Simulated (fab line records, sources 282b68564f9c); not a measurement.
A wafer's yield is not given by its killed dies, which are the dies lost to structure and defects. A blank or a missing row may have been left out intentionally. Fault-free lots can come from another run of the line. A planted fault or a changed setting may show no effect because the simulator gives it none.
Which tool did it? | flow rit_cmos | 7 lots, 21 wafers sampled, at 2 steps of a route of 202

== WHAT THE GAUGES READ, wafer by wafer ==
RIT_NWELL_TW_MEAS_10.
lot  | measured    | on            | NWELL_TW
L679 | day 2 03:20 | film_metro-03 | 2110 2107 2116
L681 | day 2 13:19 | film_metro-03 | 2099 2105 2098
L684 | day 3 05:19 | film_metro-04 | 2090 2087 2099
L690 | day 4 11:10 | film_metro-02 | 2060 2054 2066
L696 | day 5 15:52 | film_metro-03 | 2105 2105 2106
L698 | day 6 05:03 | film_metro-03 | 2094 2115 2113
L700 | day 6 12:05 | film_metro-02 | 2159 2158 2150

== WHAT TOOL EACH LOT RAN ON (gives the tool, then ch and the chambers of the sampled wafers, and finally the start) ==
lot  | RIT_NWELL_DEVELOP_05
L679 | litho_track-04 ch 0, day 2 02:00
L681 | litho_track-04 ch 0, day 2 12:00
L684 | litho_track-02 ch 0, day 3 04:00
L690 | litho_track-04 ch 0, day 4 10:00
L696 | litho_track-02 ch 0, day 5 15:00
L698 | litho_track-02 ch 0, day 6 04:00
L700 | litho_track-01 ch 0, day 6 11:00
- RIT_NWELL_DEVELOP_05: develop time 68 s.

== THE ANSWER, worked out from the rows above alone ==
Rule: usual is defined by the lots themselves. The widest of any qualifying gaps counts: lots, ordered by their means at a reading, are off when they make up no more than a third of the lots, leave a main group of 4 or more, and stand apart from it by 3 or more times the standard deviation of that group's means. A main group is skipped when, at the precision printed for the reading in the tables above, its means are all equal. A lot without any number at a reading at which 4 lots or more have one is off too. All remaining lots with rows at the step are treated as sound.
No lot is off on any of the readings shown, so nothing can be concluded from this.

== WHAT THE SIMULATOR HAD PUT IN ==
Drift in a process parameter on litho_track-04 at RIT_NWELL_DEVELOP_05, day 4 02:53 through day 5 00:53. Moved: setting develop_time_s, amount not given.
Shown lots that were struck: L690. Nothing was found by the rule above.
